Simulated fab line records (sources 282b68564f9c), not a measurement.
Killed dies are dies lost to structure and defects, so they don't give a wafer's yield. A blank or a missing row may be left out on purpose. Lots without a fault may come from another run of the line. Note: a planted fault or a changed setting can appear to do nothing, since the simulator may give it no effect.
fab line records    flow ritCmos
record lots=5  wafers=15  lastDay=7
route steps=202 shown PLDD@116 SPACER@125 NSD@131 PSD@142 SDANNEAL@153 SILICIDE@161 M1@202
lots with no fault: from the same line, run without faults
startH: hours from the record's first day to the start of the lot's first wafer shown    waitH: time in hours since the lot's previous step    " identical to the entry in the row above    L1.1+2: a single row standing in for several wafers    - no value, or no start was given    * or withheld: withheld    < > ~ a bound
route shown NAME@n: a module of which the file shows steps, and the number in the route of the first    usual: the fault-free wafers' mean and standard deviation    same: alike in all rows    chamber/n: place in a boat    sites: readings site by site    _std_site: their standard deviation    _edge_site: mean of outer sites minus mean of inner sites    radiusMm: for every site, how far away it sits from the centre of the wafer    mask NAME#n: copy n    behind: the most recent tool/chamber to have shaped the wafer    hold: what put the lot on hold/how long, in hours/how the hold closed    device: the transistor (n, p or np) that didn't switch    end of line: the tests these same wafers got at the end of their route    where a step has no rows: the recipe by itself    killed: dies lost to structure and defects at the first sort, not the wafer's yield    map: dies across one wafer; x = killed, . = not, _ = none there
set.NAME: the setting the step ran with; set.NAME@STEP: the setting that earlier step ran with    model.NAME: the simulator's own value behind a step, which no gauge read
a table for each step, a row for each wafer; lots at some steps of the route
services: when a tool's chamber went out of use (startH, in hours from the record's first day, below 0 if earlier), for how many hours, and the reason
## steps
# step RIT_PLDD_SOFTBAKE_02
# recipe resist=NOVOLAK  tempC=90  timeS=60
# step RIT_PLDD_EXPOSE_03
# recipe maskId=M8  na=0.57  targetCdNm=40900  doseMj=250
# step RIT_PLDD_PEB_04
# recipe resist=NOVOLAK  tempC=withheld  timeS=withheld
# step RIT_PLDD_DEVELOP_05
# recipe resist=NOVOLAK  developTimeS=50  devTempC=24.03
# step RIT_PLDD_OVL_MEAS_06
# usual PLDD_OVL=-1.4/1.3
lot.wafer  tool        chamber  startH  waitH  PLDD_OVL[nm]
L403.1     overlay-01  -        49.16   -      -0.7
L403.3     "           -        "       "      -1.3
L403.5     "           -        "       "      -2.4
L407.1     overlay-02  -        68.74   -      -1.3
L407.2     "           -        "       "      -0.6
L407.3     "           -        "       "      -1.6
L408.2     overlay-01  -        73.62   -      -4.2
L408.3     "           -        "       "      -2.6
L408.6     "           -        "       "      -2.6
L419.2     overlay-02  -        127.08  -      -1.3
L419.4     "           -        "       "      -1.8
L419.5     "           -        "       "      -1.1
L424.1     overlay-02  -        153.85  -      -1.3
L424.4     "           -        "       "      1.1
L424.5     "           -        "       "      0.6
# step RIT_PLDD_HARDBAKE_07
# recipe resist=NOVOLAK  tempC=140  timeS=60
# step RIT_PLDD_IMPLANT_08
# recipe species=BF2  energyKev=20  doseCm2=9e+14  tiltDeg=7
# step RIT_PLDD_STRIP_09
# recipe chemistry=O2  timeS=180  resist=NOVOLAK  platenTempC=withheld  powerW=500  pressureMtorr=4000  o2FlowSccm=4000
# usual drypumpMotorCurrentA=5.4/0.3
lot.wafer  tool            chamber  startH  waitH  drypumpMotorCurrentA  rfHoursCounterH
L403.1     plasmaAsher-02  1        49.50   0.1    5.7                   39
L403.3     "               0        "       "      5.3                   -
L403.5     "               0        "       "      5.3                   -
L407.1     plasmaAsher-04  0        69.08   0.1    4.9                   27
L407.2     "               1        "       "      5.5                   27
L407.3     "               1        "       "      5.5                   -
L408.2     plasmaAsher-02  1        73.95   0.1    5.7                   42
L408.3     "               1        "       "      5.7                   -
L408.6     "               1        "       "      5.7                   -
L419.2     plasmaAsher-04  1        127.41  0.1    5.6                   34
L419.4     "               0        "       "      4.9                   -
L419.5     "               0        "       "      4.9                   -
L424.1     plasmaAsher-02  1        154.19  0.1    5.7                   4
L424.4     "               0        "       "      5.3                   -
L424.5     "               1        "       "      5.7                   -
# step RIT_PLDD_TW_MEAS_10
# usual PLDD_TW=2345/32
lot.wafer  tool          chamber  startH  waitH  PLDD_TW
L403.1     filmMetro-02  -        49.67   0.1    2371
L403.3     "             -        "       "      2383
L403.5     "             -        "       "      2385
L407.1     filmMetro-03  -        69.25   0.1    2323
L407.2     "             -        "       "      2321
L407.3     "             -        "       "      2328
L408.2     filmMetro-02  -        74.13   0.1    2401
L408.3     "             -        "       "      2398
L408.6     "             -        "       "      2400
L419.2     filmMetro-03  -        127.59  0.1    2314
L419.4     "             -        "       "      2318
L419.5     "             -        "       "      2330
L424.1     filmMetro-04  -        154.36  0.1    2326
L424.4     "             -        "       "      2339
L424.5     "             -        "       "      2333
# step RIT_SPACER_CLEAN_00
# recipe chemistry=SC1  mix=3:3:50  timeS=600  tempC=75
# step RIT_SPACER_CLEAN_01
# recipe chemistry=dHF  dilution=50:1  timeS=30
# step RIT_SPACER_CLEAN_02
# recipe chemistry=SC2  mix=3:3:50  timeS=600  tempC=75  dry=n2Spin
# step RIT_SPACER_CVD_03
# recipe material=Si3N4  targetThkNm=250  tempC=810  precursor=SiH2Cl2/NH3  timeS=3300  pressureMtorr=300  sih2cl2FlowSccm=58.78  nh3FlowSccm=150
# usual pressureMtorr=300.0/0.56  susceptorTempC=810.0/0.33  zonePowerSourcePct=21.8/1.3
lot.wafer  tool      chamber  startH  waitH  pressureMtorr  susceptorTempC  zonePowerSourcePct  model.Si3N4_of_SPACER_CVD_03.thkNm
L403.1     lpcvd-02  1        51.50   1.4    300.7          810.0           20.3                249.8
L403.3     "         1        "       "      300.1          810.2           20.1                247.8
L403.5     "         1        "       "      300.0          810.3           20.8                247.2
L407.1     lpcvd-01  0        69.90   0.2    300.0          809.8           22.7                245.3
L407.2     "         0        "       "      299.9          809.9           22.6                244.8
L407.3     "         0        "       "      299.2          809.6           22.8                245.7
L408.2     lpcvd-01  0        74.58   0.0    299.6          809.8           22.1                233.3
L408.3     "         0        "       "      300.8          809.8           22.8                234.7
L408.6     "         0        "       "      300.7          809.5           22.4                233.9
L419.2     lpcvd-02  1        128.01  0.0    300.1          810.0           20.6                247.1
L419.4     "         1        "       "      299.9          810.4           20.5                247.6
L419.5     "         1        "       "      300.6          809.9           20.0                247.5
L424.1     lpcvd-02  0        154.79  0.0    300.1          810.5           23.9                247.8
L424.4     "         0        "       "      299.3          810.6           23.5                248.1
L424.5     "         0        "       "      300.7          810.1           24.1                247.7
# step RIT_SPACER_THK_MEAS_04
# recipe reads=Si3N4_of_SPACER_CVD_03
# usual SPACER_NITRIDE_THK=248.7/2.5
lot.wafer  tool          chamber  startH  waitH  SPACER_NITRIDE_THK[nm]
L403.1     filmMetro-01  -        53.41   0.0    249.8
L403.3     "             -        "       "      247.9
L403.5     "             -        "       "      247.4
L407.1     filmMetro-03  -        71.82   0.0    245.3
L407.2     "             -        "       "      244.8
L407.3     "             -        "       "      245.7
L408.2     filmMetro-02  -        76.51   0.0    233.2
L408.3     "             -        "       "      234.5
L408.6     "             -        "       "      233.8
L419.2     filmMetro-01  -        130.89  0.0    246.9
L419.4     "             -        "       "      247.5
L419.5     "             -        "       "      247.6
L424.1     filmMetro-01  -        156.71  0.0    248.0
L424.4     "             -        "       "      247.9
L424.5     "             -        "       "      247.7
# step RIT_SPACER_ETCHBACK_05
# recipe targetDepthA=2500  SF6_flow_sccm=30  CHF3_flow_sccm=30  target=Si3N4  chemistry=SF6/CHF3  pressureMtorr=40  rfW=250  timeS=240  stopOn=SiO2
# usual CHF3_flow_sccm=30.00/0.081  drypumpMotorCurrentA=5.8/0.48  oesProductAu=0.837/0.015  rfFwdPowerW=249.4/0.79  throttleValvePct=10.31/0.093
lot.wafer  tool        chamber  startH  waitH  CHF3_flow_sccm  drypumpMotorCurrentA  oesProductAu  rfFwdPowerW  rfHoursCounterH  throttleValvePct  model.etch.depthNm
L403.1     rieDiel-02  0        53.47   0.1    30.10           4.9                   0.839         248.9        139              10.09             249.8
L403.3     "           1        "       "      30.09           6.5                   0.863         248.9        30               10.33             247.8
L403.5     "           1        "       "      30.02           6.5                   0.856         249.7        -                10.34             247.2
L407.1     rieDiel-02  3        71.88   0.1    30.06           5.7                   0.813         249.2        7                10.31             245.3
L407.2     "           1        "       "      30.10           6.5                   0.849         249.3        31               10.32             244.8
L407.3     "           0        "       "      29.93           4.9                   0.829         248.0        140              10.10             245.7
L408.2     rieDiel-03  3        76.56   0.0    30.08           5.7                   0.778         249.5        124              10.35             233.3
L408.3     "           2        "       "      30.06           5.5                   0.794         249.5        6                10.28             234.7
L408.6     "           2        "       "      30.04           5.5                   0.791         248.7        -                10.26             233.9
L419.2     rieDiel-01  1        130.94  0.0    29.97           5.3                   0.838         249.4        26               10.13             247.1
L419.4     "           0        "       "      30.13           5.6                   0.836         248.4        122              10.35             247.6
L419.5     "           3        "       "      30.02           5.1                   0.823         248.3        -                10.44             247.5
L424.1     rieDiel-01  1        156.77  0.1    30.03           5.2                   0.832         249.2        27               10.11             247.8
L424.4     "           3        "       "      29.96           5.1                   0.826         248.5        85               10.44             248.1
L424.5     "           2        "       "      29.99           6.2                   0.853         249.0        -                10.35             247.7
# step RIT_NSD_HMDS_00
# recipe primeTimeS=60  primeTempC=140
# step RIT_NSD_COAT_01
# recipe resist=NOVOLAK  spinRpm=3250  resistThkNm=1000
# step RIT_NSD_SOFTBAKE_02
# recipe resist=NOVOLAK  tempC=90  timeS=60
# step RIT_NSD_EXPOSE_03
# recipe maskId=M9  na=0.57  targetCdNm=40700  doseMj=250
# step RIT_NSD_PEB_04
# recipe resist=NOVOLAK  tempC=withheld  timeS=withheld
# step RIT_NSD_DEVELOP_05
# recipe resist=NOVOLAK  developTimeS=50  devTempC=23
# step RIT_NSD_OVL_MEAS_06
# usual NSD_OVL=0.2/1.5
lot.wafer  tool        chamber  startH  waitH  NSD_OVL[nm]
L403.1     overlay-01  -        54.60   -      0.4
L403.3     "           -        "       "      0.1
L403.5     "           -        "       "      -1.3
L407.1     overlay-01  -        73.16   -      -0.6
L407.2     "           -        "       "      -0.6
L407.3     "           -        "       "      0.9
L408.2     overlay-01  -        77.69   -      0.0
L408.3     "           -        "       "      0.4
L408.6     "           -        "       "      0.6
L419.2     overlay-02  -        131.95  -      -0.9
L419.4     "           -        "       "      0.3
L419.5     "           -        "       "      -0.7
L424.1     overlay-02  -        157.97  -      2.4
L424.4     "           -        "       "      1.0
L424.5     "           -        "       "      1.7
# step RIT_NSD_HARDBAKE_07
# recipe resist=NOVOLAK  tempC=140  timeS=60
# step RIT_NSD_IMPLANT_08
# recipe species=P  energyKev=25  doseCm2=1e+15  tiltDeg=7
# step RIT_NSD_STRIP_09
# recipe chemistry=O2  timeS=180  resist=NOVOLAK  platenTempC=withheld  powerW=500  pressureMtorr=4000  o2FlowSccm=4000
# usual drypumpMotorCurrentA=5.5/0.39
lot.wafer  tool            chamber  startH  waitH  drypumpMotorCurrentA  rfHoursCounterH
L403.1     plasmaAsher-04  1        54.93   0.1    5.6                   27
L403.3     "               0        "       "      4.9                   -
L403.5     "               1        "       "      5.6                   -
L407.1     plasmaAsher-04  0        73.50   0.1    4.9                   28
L407.2     "               1        "       "      5.5                   28
L407.3     "               1        "       "      5.5                   -
L408.2     plasmaAsher-01  0        78.06   0.1    5.4                   43
L408.3     "               1        "       "      6.2                   -
L408.6     "               0        "       "      5.5                   -
L419.2     plasmaAsher-02  0        132.28  0.1    5.3                   2
L419.4     "               0        "       "      5.3                   -
L419.5     "               0        "       "      5.3                   -
L424.1     plasmaAsher-02  0        158.30  0.1    5.3                   5
L424.4     "               0        "       "      5.3                   -
L424.5     "               1        "       "      5.7                   -
# step RIT_NSD_TW_MEAS_10
# usual NSD_TW=3118/44
lot.wafer  tool          chamber  startH  waitH  NSD_TW
L403.1     filmMetro-04  -        55.11   0.1    3085
L403.3     "             -        "       "      3094
L403.5     "             -        "       "      3097
L407.1     filmMetro-03  -        73.67   0.1    3077
L407.2     "             -        "       "      3079
L407.3     "             -        "       "      3073
L408.2     filmMetro-03  -        78.24   0.1    3088
L408.3     "             -        "       "      3082
L408.6     "             -        "       "      3078
L419.2     filmMetro-03  -        132.46  0.1    3109
L419.4     "             -        "       "      3087
L419.5     "             -        "       "      3088
L424.1     filmMetro-03  -        158.48  0.1    3095
L424.4     "             -        "       "      3088
L424.5     "             -        "       "      3084
# step RIT_PSD_HMDS_00
# recipe primeTimeS=60  primeTempC=140
# step RIT_PSD_COAT_01
# recipe resist=NOVOLAK  spinRpm=3250  resistThkNm=1000
# step RIT_PSD_SOFTBAKE_02
# recipe resist=NOVOLAK  tempC=90  timeS=60
# step RIT_PSD_EXPOSE_03
# recipe maskId=M10  na=0.57  targetCdNm=40900  doseMj=250
# step RIT_PSD_PEB_04
# recipe resist=NOVOLAK  tempC=withheld  timeS=withheld
# step RIT_PSD_DEVELOP_05
# recipe resist=NOVOLAK  developTimeS=50  devTempC=23
# step RIT_PSD_OVL_MEAS_06
# usual PSD_OVL=0.9/1.4
lot.wafer  tool        chamber  startH  waitH  PSD_OVL[nm]
L403.1     overlay-02  -        56.02   -      0.3
L403.3     "           -        "       "      -0.7
L403.5     "           -        "       "      1.0
L407.1     overlay-01  -        74.71   -      0.7
L407.2     "           -        "       "      1.3
L407.3     "           -        "       "      0.1
L408.2     overlay-01  -        79.27   -      1.2
L408.3     "           -        "       "      3.8
L408.6     "           -        "       "      1.7
L419.2     overlay-02  -        133.50  -      2.1
L419.4     "           -        "       "      3.3
L419.5     "           -        "       "      1.4
L424.1     overlay-01  -        159.39  -      0.0
L424.4     "           -        "       "      -0.3
L424.5     "           -        "       "      0.5
# step RIT_PSD_HARDBAKE_07
# recipe resist=NOVOLAK  tempC=140  timeS=60
# step RIT_PSD_IMPLANT_08
# recipe species=BF2  energyKev=27  doseCm2=4.94e+15  tiltDeg=7
# step RIT_PSD_STRIP_09
# recipe chemistry=O2  timeS=180  resist=NOVOLAK  platenTempC=withheld  powerW=500  pressureMtorr=4000  o2FlowSccm=4000
# usual drypumpMotorCurrentA=5.6/0.43
lot.wafer  tool            chamber  startH  waitH  drypumpMotorCurrentA  rfHoursCounterH
L403.1     plasmaAsher-03  1        56.35   0.1    5.4                   43
L403.3     "               0        "       "      5.9                   -
L403.5     "               1        "       "      5.4                   -
L407.1     plasmaAsher-04  0        75.04   0.1    4.9                   28
L407.2     "               1        "       "      5.5                   28
L407.3     "               1        "       "      5.5                   -
L408.2     plasmaAsher-01  1        79.60   0.1    6.2                   43
L408.3     "               1        "       "      6.2                   -
L408.6     "               0        "       "      5.4                   -
L419.2     plasmaAsher-03  1        133.83  0.1    5.5                   52
L419.4     "               1        "       "      5.4                   -
L419.5     "               0        "       "      5.9                   -
L424.1     plasmaAsher-03  1        159.73  0.1    5.4                   54
L424.4     "               1        "       "      5.4                   -
L424.5     "               1        "       "      5.4                   -
# step RIT_PSD_TW_MEAS_10
# usual PSD_TW=3417/48
lot.wafer  tool          chamber  startH  waitH  PSD_TW
L403.1     filmMetro-03  -        56.53   0.1    3383
L403.3     "             -        "       "      3376
L403.5     "             -        "       "      3387
L407.1     filmMetro-02  -        75.22   0.1    3499
L407.2     "             -        "       "      3484
L407.3     "             -        "       "      3498
L408.2     filmMetro-02  -        79.79   0.1    3507
L408.3     "             -        "       "      3489
L408.6     "             -        "       "      3483
L419.2     filmMetro-04  -        134.01  0.1    3394
L419.4     "             -        "       "      3373
L419.5     "             -        "       "      3382
L424.1     filmMetro-02  -        159.90  0.1    3467
L424.4     "             -        "       "      3488
L424.5     "             -        "       "      3486
# step RIT_SDANNEAL_CLEAN_00
# recipe chemistry=SC1  mix=3:3:50  timeS=600  tempC=75
# step RIT_SDANNEAL_CLEAN_01
# recipe chemistry=dHF  dilution=50:1  timeS=30
# step RIT_SDANNEAL_CLEAN_02
# recipe chemistry=SC2  mix=3:3:50  timeS=600  tempC=75  dry=n2Spin
# step RIT_SDANNEAL_RTA_03
# recipe tempC=1050  timeS=5  idleTempC=600  rampUpCPerS=342  rampDownCPerS=171  coolToC=600  ambient=N2
# usual wafer_temp_C_max=1053.5/1.1
lot.wafer  tool          chamber  startH  waitH  wafer_temp_C_max
L403.1     rtpAnneal-01  0        56.97   0.0    1053.3
L403.3     "             0        "       "      1053.7
L403.5     "             0        "       "      1053.9
L407.1     rtpAnneal-01  0        75.64   0.0    1054.4
L407.2     "             0        "       "      1055.6
L407.3     "             0        "       "      1054.2
L408.2     rtpAnneal-02  0        80.23   0.0    1053.2
L408.3     "             0        "       "      1053.8
L408.6     "             0        "       "      1052.9
L419.2     rtpAnneal-01  0        134.44  0.0    1054.9
L419.4     "             0        "       "      1052.6
L419.5     "             0        "       "      1053.4
L424.1     rtpAnneal-02  0        160.33  0.0    1053.4
L424.4     "             0        "       "      1054.7
L424.5     "             0        "       "      1054.6
# step RIT_SDANNEAL_RS_MEAS_04
# recipe thkMeasGauge=four-point-probe
# usual PSD_RS=116.0/0.35
lot.wafer  tool          chamber  startH  waitH  PSD_RS[ohm/sq]
L403.1     filmMetro-02  -        57.03   0.0    116.5
L403.3     "             -        "       "      116.1
L403.5     "             -        "       "      116.1
L407.1     filmMetro-04  -        75.70   0.0    116.3
L407.2     "             -        "       "      116.5
L407.3     "             -        "       "      116.1
L408.2     filmMetro-02  -        80.30   0.1    115.2
L408.3     "             -        "       "      115.6
L408.6     "             -        "       "      115.4
L419.2     filmMetro-03  -        134.51  0.1    116.1
L419.4     "             -        "       "      115.6
L419.5     "             -        "       "      115.8
L424.1     filmMetro-02  -        160.39  0.0    116.2
L424.4     "             -        "       "      116.2
L424.5     "             -        "       "      115.8
# step RIT_SILICIDE_WET_ETCH_00
# recipe chemistry=BOE  target=SiO2  targetDepthNm=14  timeS=15  dry=n2Spin  dilution=10:1  tempC=21.5
lot.wafer  tool         chamber  startH  waitH  model.Si3N4_of_SPACER_CVD_03.thkNm
L403.1     wetBench-01  3        57.51   0.1    194.5
L403.3     "            3        "       "      193.6
L403.5     "            3        "       "      192.9
L407.1     wetBench-01  2        76.18   0.1    190.8
L407.2     "            2        "       "      191.2
L407.3     "            2        "       "      191.4
L408.2     wetBench-02  0        80.76   0.1    182.2
L408.3     "            0        "       "      183
L408.6     "            0        "       "      181.4
L419.2     wetBench-01  2        134.97  0.1    191.3
L419.4     "            2        "       "      191.9
L419.5     "            2        "       "      192.4
L424.1     wetBench-02  0        160.87  0.1    193.5
L424.4     "            0        "       "      193.9
L424.5     "            0        "       "      193.8
# step RIT_M1_PROBE_99
# usual killedAtContacts=0.1/0.24  killedAtFrontEnd=7.1/2.8  killedDies=7.2/2.8  killedOpen=3.6/2.1  killedShort=3.6/1.9
# same grossDies=264  killed_at_M0_to_M3=0  killed_at_M4_up=0  killedAtBackSide=0  killedAtOther=0
lot.wafer  tool       chamber  startH  waitH  killedAtContacts  killedAtFrontEnd  killedDies  killedOpen  killedShort  model.etest.nwellPinched.rsOhmSq  model.etest.diodeNplusComb.cjFfUm2
L403.1     prober-02  -        65.44   0.1    0                 8                 8           4           4            340                               2.665
L403.3     prober-02  -        65.54   0.2    0                 7                 7           3           4            335.7                             2.665
L403.5     prober-02  -        65.64   0.2    0                 8                 8           3           5            339.3                             2.652
L407.1     prober-02  -        83.16   0.1    0                 6                 6           5           1            336.7                             2.673
L407.2     prober-02  -        83.21   0.1    1                 6                 7           2           5            337.2                             2.657
L407.3     prober-02  -        83.26   0.2    0                 5                 5           1           4            338.6                             2.656
L408.2     prober-01  -        87.61   0.1    0                 4                 4           1           3            349.1                             2.692
L408.3     prober-01  -        87.66   0.2    0                 3                 3           2           1            346.1                             2.699
L408.6     prober-01  -        87.81   0.2    0                 4                 4           2           2            347.7                             2.706
L419.2     prober-01  -        142.25  0.1    0                 4                 4           3           1            343.9                             2.682
L419.4     prober-01  -        142.35  0.2    0                 11                11          5           6            338.7                             2.684
L419.5     prober-01  -        142.40  0.2    0                 9                 9           5           4            336.1                             2.672
L424.1     prober-02  -        167.91  0.1    0                 7                 7           4           3            333.9                             2.653
L424.4     prober-02  -        168.06  0.2    0                 7                 7           1           6            337.1                             2.651
L424.5     prober-02  -        168.11  0.2    0                 9                 9           5           4            336.9                             2.643
# killed by level:class
L403.1 SPACER:geometricParticle:short=2 FOX1:geometricParticle:short=1 FOX1:geometricParticle:open=1 REOX:geometricParticle:open=1 SPACER:geometricParticle:open=1 SILICIDE:geometricParticle:short=1 SILICIDE:geometricParticle:open=1
L403.3 FOX1:geometricParticle:short=2 FOX1:geometricParticle:open=1 GATE:geometricParticle:short=1 REOX:geometricParticle:open=1 REOX:geometricParticle:short=1 SPACER:geometricParticle:open=1
L403.5 FOX1:geometricParticle:short=2 FOX1:geometricParticle:open=1 GATE:geometricParticle:short=1 GATE:geometricParticle:open=1 REOX:geometricParticle:short=1 REOX:geometricParticle:open=1 SILICIDE:geometricParticle:short=1
L407.1 SILICIDE:geometricParticle:open=3 GATE:geometricParticle:short=1 GATE:geometricParticle:open=1 REOX:geometricParticle:open=1
L407.2 SPACER:geometricParticle:short=2 FOX2:geometricParticle:short=1 REOX:geometricParticle:open=1 SILICIDE:geometricParticle:open=1 SILICIDE:geometricParticle:short=1 CONTACT:geometricParticle:short=1
L407.3 FOX1:geometricParticle:short=2 GATE:geometricParticle:open=1 REOX:geometricParticle:short=1 SPACER:geometricParticle:short=1
L408.2 REOX:geometricParticle:short=2 GATE:geometricParticle:open=1 GATE:geometricParticle:short=1
L408.3 FOX1:geometricParticle:open=1 FOX1:geometricParticle:short=1 GATE:geometricParticle:open=1
L408.6 FOX1:geometricParticle:short=2 FOX2:geometricParticle:open=1 GATE:geometricParticle:open=1
L419.2 FOX1:geometricParticle:short=1 FOX1:geometricParticle:open=1 FOX2:geometricParticle:open=1 GATE:geometricParticle:open=1
L419.4 FOX2:geometricParticle:short=3 GATE:geometricParticle:open=2 FOX1:geometricParticle:open=1 FOX2:geometricParticle:open=1 GATE:geometricParticle:short=1 REOX:geometricParticle:short=1 SILICIDE:geometricParticle:open=1 SILICIDE:geometricParticle:short=1
L419.5 GATE:geometricParticle:open=3 SPACER:geometricParticle:short=2 FOX2:geometricParticle:short=1 GATE:geometricParticle:short=1 REOX:geometricParticle:open=1 SPACER:geometricParticle:open=1
L424.1 REOX:geometricParticle:open=2 FOX1:geometricParticle:open=1 FOX1:geometricParticle:short=1 GATE:geometricParticle:open=1 GATE:geometricParticle:short=1 SPACER:geometricParticle:short=1
L424.4 FOX2:geometricParticle:short=2 GATE:geometricParticle:short=2 FOX1:geometricParticle:short=1 GATE:geometricParticle:open=1 SPACER:geometricParticle:short=1
L424.5 REOX:geometricParticle:open=3 FOX2:geometricParticle:short=2 FOX1:geometricParticle:open=1 GATE:geometricParticle:short=1 REOX:geometricParticle:short=1 SPACER:geometricParticle:open=1
## services
tool            chamber  startH  hours  kind
plasmaAsher-01  -        26.35   2.8    pm
plasmaAsher-04  -        38.69   1.9    repair
rieDiel-01      -        49.81   14.6   pm
plasmaAsher-04  -        55.52   12.9   repair
plasmaAsher-01  -        61.46   1.8    repair
lpcvd-02        -        61.97   1.0    repair
rieDiel-02      3        86.45   1.7    repair
rieDiel-02      3        96.32   2.8    repair
plasmaAsher-03  -        96.68   6.2    repair
rieDiel-03      0        99.66   7.5    repair
plasmaAsher-02  -        108.75  9.0    pm
plasmaAsher-02  0        108.75  9.0    ventCycle
plasmaAsher-02  1        108.75  9.0    ventCycle
plasmaAsher-02  0        117.75  -      clean
plasmaAsher-02  1        117.75  -      clean
rieDiel-01      3        118.27  4.3    repair
rieDiel-02      0        120.36  8.5    repair
plasmaAsher-01  -        128.92  8.7    repair
plasmaAsher-03  -        147.66  7.8    repair
rieDiel-02      3        158.04  9.7    repair
## key
firstSign step=RIT_SPACER_THK_MEAS_04  reading=SPACER_NITRIDE_THK  direction=down  sigmas=5.9  usual=248.7  struck=233.8
effect none on later readings
modelEffect step=RIT_SPACER_CVD_03  value=Si3N4_of_SPACER_CVD_03.thkNm  without=246.2  struck=233.9
modelEffect step=RIT_SPACER_ETCHBACK_05  value=etch.depthNm  without=246.2  struck=233.9
modelEffect step=RIT_SILICIDE_WET_ETCH_00  value=Si3N4_of_SPACER_CVD_03.thkNm  without=191.8  struck=182.2
modelEffect step=RIT_M1_PROBE_99  value=etest.nwellPinched.rsOhmSq  without=340.6  struck=347.6
metAt RIT_SPACER_CVD_03
struckWafers L408.2,L408.3,L408.6
testerLeftOut L408
onsetBetween 69.90 74.58
fault kind=processParameterDrift  tool=lpcvd-01  chamber=0  onsetH=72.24  steps=RIT_SPACER_CVD_03  channel=targetThkNm  offset=-12.314  shape=step  endH=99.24  actsIn=theseRecipesOnly  stated=250
# testerLeftOut: of these lots the tester's yield and bins aren't shown, on N5 and GAA mostly nor the transistor test; their killed dies are dies lost to structure and defects alone, not to doping, threshold or leakage, so they don't give the yield
